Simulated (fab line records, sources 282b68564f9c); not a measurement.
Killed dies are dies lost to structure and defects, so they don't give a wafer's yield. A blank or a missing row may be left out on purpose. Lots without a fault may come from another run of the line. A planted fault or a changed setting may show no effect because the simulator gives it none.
fab line records | flow rit_cmos
record lots=13 wafers=39 last_day=8
route steps=202 shown CONTACT@168 M1@202
lots that met no fault: from a run of the same line without faults
start_h: hours from the record's first day to the start of the lot's first wafer shown | wait_h: hours since the lot's step before | " the same as in the row above | L1.1+2: a row that stands for several wafers | - no value, or no start given | * or withheld: withheld | < > ~ a bound
route shown NAME@n: a module of which the file shows steps, and the number in the route of the first | usual: mean/standard deviation of fault-free wafers | same: alike in all rows | chamber/n: place in a boat | sites: the reading at each site | _std_site: their standard deviation | _edge_site: outer sites' mean less inner sites' | radius_mm: how far each site lies from the wafer's centre | mask NAME#n: copy n | behind: the tool/chamber that last shaped the wafer | hold: why the lot was held/for how many hours/how that ended | device: the transistor (n, p or np) that didn't switch | end of line: the same wafers' tests at the end of the route | a step without rows: its recipe alone | killed: dies lost to structure and defects at the first sort, not the wafer's yield | map: a wafer's dies, x killed, . not, _ none there
set.NAME: the setting as run; set.NAME@STEP: as run at that earlier step | model.NAME: the simulator's own value behind a step, which no gauge read
steps of the route over a sample of lots; a table a step, a row a wafer
services: from which hour (start_h, from the record's first day; less than 0 if before it) a tool's chamber was out of use, for how many hours, and why
## steps
# step RIT_CONTACT_CVD_00
# recipe material=SiO2 target_thk_nm=400 precursor=TEOS temp_c=390 time_s=61 rf_w=400
# usual heater_power_w=323/40
# columns lot.wafer tool chamber start_h wait_h heater_power_w
L108.3 pecvd-04 2 55.35 0.0 375
L108.4 " 2 " " 401
L108.6 " 1 " " 339
L109.2 pecvd-02 0 63.01 0.0 333
L109.4 " 1 " " 366
L109.6 " 2 " " 302
L110.1 pecvd-03 2 67.73 0.1 364
L110.3 " 0 " " 321
L110.6 " 2 " " 378
L111.1 pecvd-04 1 69.60 0.1 317
L111.3 " 2 " " 409
L111.6 " 2 " " 300
L116.3 pecvd-03 2 101.64 0.0 400
L116.4 " 2 " " 310
L116.5 " 0 " " 302
L118.1 pecvd-04 2 107.93 0.1 310
L118.3 " 0 " " 308
L118.6 " 0 " " 325
L122.2 pecvd-03 2 125.33 0.0 333
L122.3 " 0 " " 324
L122.5 " 0 " " 330
L123.1 pecvd-04 0 130.14 0.1 273
L123.3 " 2 " " 387
L123.4 " 2 " " 381
L126.1 pecvd-04 0 146.97 0.1 361
L126.4 " 0 " " 362
L126.5 " 1 " " 305
L127.1 pecvd-02 1 152.79 0.1 356
L127.2 " 2 " " 296
L127.3 " 0 " " 310
L128.1 pecvd-04 0 158.32 0.1 354
L128.2 " 1 " " 272
L128.6 " 2 " " 357
L130.1 pecvd-02 0 171.69 0.1 323
L130.2 " 1 " " 346
L130.4 " 1 " " 363
L131.1 pecvd-04 1 175.26 0.1 282
L131.2 " 0 " " 342
L131.6 " 1 " " 293
# step RIT_CONTACT_THK_MEAS_01
# recipe reads=SiO2_of_CONTACT_CVD_00
# usual CONTACT_TEOS_THK=400/5.1
# columns lot.wafer tool chamber start_h wait_h CONTACT_TEOS_THK[nm]
L108.3 film_metro-04 - 55.42 0.0 396
L108.4 " - " " 405
L108.6 " - " " 402
L109.2 film_metro-04 - 63.07 0.0 391
L109.4 " - " " 399
L109.6 " - " " 400
L110.1 film_metro-01 - 67.78 0.0 393
L110.3 " - " " 396
L110.6 " - " " 401
L111.1 film_metro-02 - 69.65 0.0 397
L111.3 " - " " 395
L111.6 " - " " 402
L116.3 film_metro-04 - 101.71 0.0 406
L116.4 " - " " 409
L116.5 " - " " 410
L118.1 film_metro-04 - 107.98 0.0 406
L118.3 " - " " 403
L118.6 " - " " 411
L122.2 film_metro-04 - 125.39 0.0 392
L122.3 " - " " 351
L122.5 " - " " 356
L123.1 film_metro-04 - 130.20 0.0 394
L123.3 " - " " 395
L123.4 " - " " 401
L126.1 film_metro-02 - 147.02 0.0 398
L126.4 " - " " 406
L126.5 " - " " 406
L127.1 film_metro-04 - 152.84 0.0 405
L127.2 " - " " 398
L127.3 " - " " 394
L128.1 film_metro-04 - 158.37 0.0 399
L128.2 " - " " 402
L128.6 " - " " 406
L130.1 film_metro-01 - 171.74 0.0 402
L130.2 " - " " 406
L130.4 " - " " 410
L131.1 film_metro-04 - 175.31 0.0 394
L131.2 " - " " 396
L131.6 " - " " 401
# step RIT_M1_PROBE_99
# usual killed_at_M0_to_M3=0.0/0.12 killed_at_contacts=0.1/0.32 killed_at_front_end=6/3.1 killed_dies=7/3.2 killed_on_rim=1.7/1.4 killed_open=3.1/1.9 killed_short=3.5/2.2
# same gross_dies=264 killed_at_M4_up=0 killed_at_back_side=0 killed_at_other=0
# columns lot.wafer tool chamber start_h wait_h killed_at_M0_to_M3 killed_at_contacts killed_at_front_end killed_dies killed_on_rim killed_open killed_short
L110.1 prober-01 - 74.09 0.1 0 0 7 7 4 2 5
L110.3 prober-01 - 74.19 0.2 0 0 0 0 0 0 0
L110.6 prober-01 - 74.34 0.2 0 0 2 2 1 1 1
L111.1 prober-01 - 75.97 0.1 0 0 5 5 1 2 3
L111.6 prober-01 - 76.22 0.2 0 1 1 2 0 2 0
L116.3 prober-02 - 108.38 0.2 0 1 11 12 5 9 3
L116.4 prober-02 - 108.43 0.2 0 0 10 10 3 6 4
L116.5 prober-02 - 108.48 0.2 0 0 14 14 4 6 8
L118.1 prober-01 - 115.24 0.1 0 0 8 8 0 5 3
L118.3 prober-01 - 115.34 0.2 0 0 8 8 1 4 4
L118.6 prober-01 - 115.49 0.2 0 0 3 3 1 2 1
L123.1 prober-01 - 136.64 0.1 0 0 8 8 1 5 3
L123.3 prober-01 - 136.74 0.2 0 0 4 4 3 3 1
L123.4 prober-01 - 136.79 0.2 0 0 6 6 2 5 1
L127.1 prober-01 - 161.76 0.1 0 0 3 3 2 2 1
L127.2 prober-01 - 161.81 0.1 0 0 3 3 1 3 0
L127.3 prober-01 - 161.86 0.2 0 0 8 8 3 4 4
# killed by level:class
L110.1 GATE:geometric_particle:short=3 REOX:geometric_particle:short=2 FOX1:geometric_particle:open=1 GATE:geometric_particle:open=1
L110.6 REOX:geometric_particle:open=1 SILICIDE:geometric_particle:short=1
L111.1 GATE:geometric_particle:short=2 GATE:geometric_particle:open=1 REOX:geometric_particle:open=1 SPACER:geometric_particle:short=1
L111.6 REOX:geometric_particle:open=1 CONTACT:geometric_particle:open=1
L116.3 SPACER:geometric_particle:open=3 FOX1:geometric_particle:open=2 FOX2:geometric_particle:open=2 FOX1:geometric_particle:short=1 GATE:geometric_particle:open=1 REOX:geometric_particle:short=1 SILICIDE:geometric_particle:short=1 CONTACT:geometric_particle:open=1
L116.4 GATE:geometric_particle:short=4 GATE:geometric_particle:open=3 SPACER:geometric_particle:open=2 SILICIDE:geometric_particle:open=1
L116.5 FOX1:geometric_particle:short=2 FOX1:geometric_particle:open=2 GATE:geometric_particle:open=2 GATE:geometric_particle:short=2 SPACER:geometric_particle:short=2 SILICIDE:geometric_particle:short=2 FOX2:geometric_particle:open=1 SPACER:geometric_particle:open=1
L118.1 GATE:geometric_particle:short=3 FOX2:geometric_particle:open=2 GATE:geometric_particle:open=2 FOX1:geometric_particle:open=1
L118.3 FOX1:geometric_particle:open=2 GATE:geometric_particle:short=2 FOX1:geometric_particle:short=1 FOX2:geometric_particle:short=1 REOX:geometric_particle:open=1 SPACER:geometric_particle:open=1
L118.6 GATE:geometric_particle:open=1 REOX:geometric_particle:open=1 SPACER:geometric_particle:short=1
L123.1 GATE:geometric_particle:open=3 FOX1:geometric_particle:open=1 GATE:geometric_particle:short=1 SPACER:geometric_particle:short=1 SILICIDE:geometric_particle:open=1 SILICIDE:geometric_particle:short=1
L123.3 GATE:geometric_particle:open=2 REOX:geometric_particle:short=1 REOX:geometric_particle:open=1
L123.4 GATE:geometric_particle:open=4 FOX2:geometric_particle:open=1 GATE:geometric_particle:short=1
L127.1 ACTIVE:geometric_particle:short=1 FOX2:geometric_particle:open=1 GATE:geometric_particle:open=1
L127.2 GATE:geometric_particle:open=1 REOX:geometric_particle:open=1 SPACER:geometric_particle:open=1
L127.3 GATE:geometric_particle:open=2 FOX1:geometric_particle:short=1 FOX1:geometric_particle:open=1 FOX2:geometric_particle:short=1 GATE:geometric_particle:short=1 SPACER:geometric_particle:open=1 SILICIDE:geometric_particle:short=1
## services
# columns tool chamber start_h hours kind
pecvd-04 - 55.69 0.6 repair
pecvd-02 2 66.82 4.9 repair
pecvd-04 - 72.54 0.9 repair
pecvd-03 1 72.83 14.6 repair
pecvd-03 - 157.61 1.5 repair
## key
first_sign step=RIT_CONTACT_THK_MEAS_01 reading=CONTACT_TEOS_THK direction=down sigmas=9.1 usual=400 struck=354
effect none on later readings
met_at RIT_CONTACT_CVD_00
struck_lots L122
struck_wafers L122.3,L122.5
tester_left_out L122
onset_between 101.64 125.33
fault kind=process_parameter_drift tool=pecvd-03 chamber=0 onset_h=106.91 steps=RIT_CONTACT_CVD_00 channel=target_thk_nm offset=-42.816 shape=step end_h=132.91 stated=400
# tester_left_out: of these lots the tester's yield and bins aren't shown, on N5 and GAA mostly nor the transistor test; their killed dies are dies lost to structure and defects alone, not to doping, threshold or leakage, so they don't give the yield
